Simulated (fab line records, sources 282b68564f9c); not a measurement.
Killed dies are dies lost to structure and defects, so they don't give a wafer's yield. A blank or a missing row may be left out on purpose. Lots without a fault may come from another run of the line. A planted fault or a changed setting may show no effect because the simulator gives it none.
Which tool did it? | flow rit_cmos | 7 lots, 21 wafers sampled, at 2 steps of a route of 202

WHAT THE GAUGES READ, wafer by wafer
RIT_SILICIDE_RS_MEAS_02: measures by four-point-probe.
lot  | measured    | on            | SILICIDE_TI_RS (ohm/sq)
L802 | day 3 10:01 | film_metro-02 | 46.8 47.9 47.2
L804 | day 3 19:49 | film_metro-01 | 49.2 48.7 48.2
L806 | day 4 07:10 | film_metro-02 | 48.0 47.6 48.5
L812 | day 5 19:53 | film_metro-04 | 173.1 170.8 179.6
L817 | day 6 19:47 | film_metro-04 | 47.2 47.3 47.5
L820 | day 7 08:08 | film_metro-04 | 46.9 46.6 47.0
L824 | day 8 05:43 | film_metro-04 | 46.7 47.4 46.8

WHICH TOOL RAN EACH LOT (tool, then ch and the chambers of the sampled wafers, then the start)
lot  | RIT_SILICIDE_SPUTTER_01
L802 | pvd_sputter-02, day 3 09:50
L804 | pvd_sputter-02, day 3 19:39
L806 | pvd_sputter-03, day 4 07:00
L812 | pvd_sputter-02, day 5 19:44
L817 | pvd_sputter-03, day 6 19:37
L820 | pvd_sputter-03, day 7 07:56
L824 | pvd_sputter-03, day 8 05:32
- RIT_SILICIDE_SPUTTER_01: material Ti, target thk 30 nm, time 240 s.

THE ANSWER, worked out from the rows above alone
Rule: what is usual is taken from the lots themselves. Put in order of their means at a reading, lots are off if they are a third of the lots or fewer, leave a main group of 4 or more, and stand apart from it by a gap of 3 or more times the standard deviation of the main group's means; of several such gaps the widest counts. A main group whose means are all the same, to the digits that the tables above print for the reading, isn't used. A lot without any number at a reading at which 4 lots or more have one is off too. The other lots that the step has rows for count as sound.
Off: L812, at RIT_SILICIDE_RS_MEAS_02 (SILICIDE_TI_RS). The main group: mean 47.5 ohm/sq, standard deviation 0.65.
A tool fits if, at a process step before that reading, it ran every lot that is off, and no sound lot after the first of them. The gauges at RIT_SILICIDE_RS_MEAS_02 are tried like those tools. One fits: pvd_sputter-02 at RIT_SILICIDE_SPUTTER_01. Its last sound lot is L804 (day 3 19:39), its first lot that is off L812 (day 5 19:44): a fault that began between those two fits.

WHAT THE SIMULATOR HAD PUT IN
Process parameter drift: pvd_sputter-02, from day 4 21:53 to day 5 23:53, at RIT_SILICIDE_SPUTTER_01. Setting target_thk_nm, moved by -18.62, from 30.
Lots struck among those shown: L812. The rule above found the same.
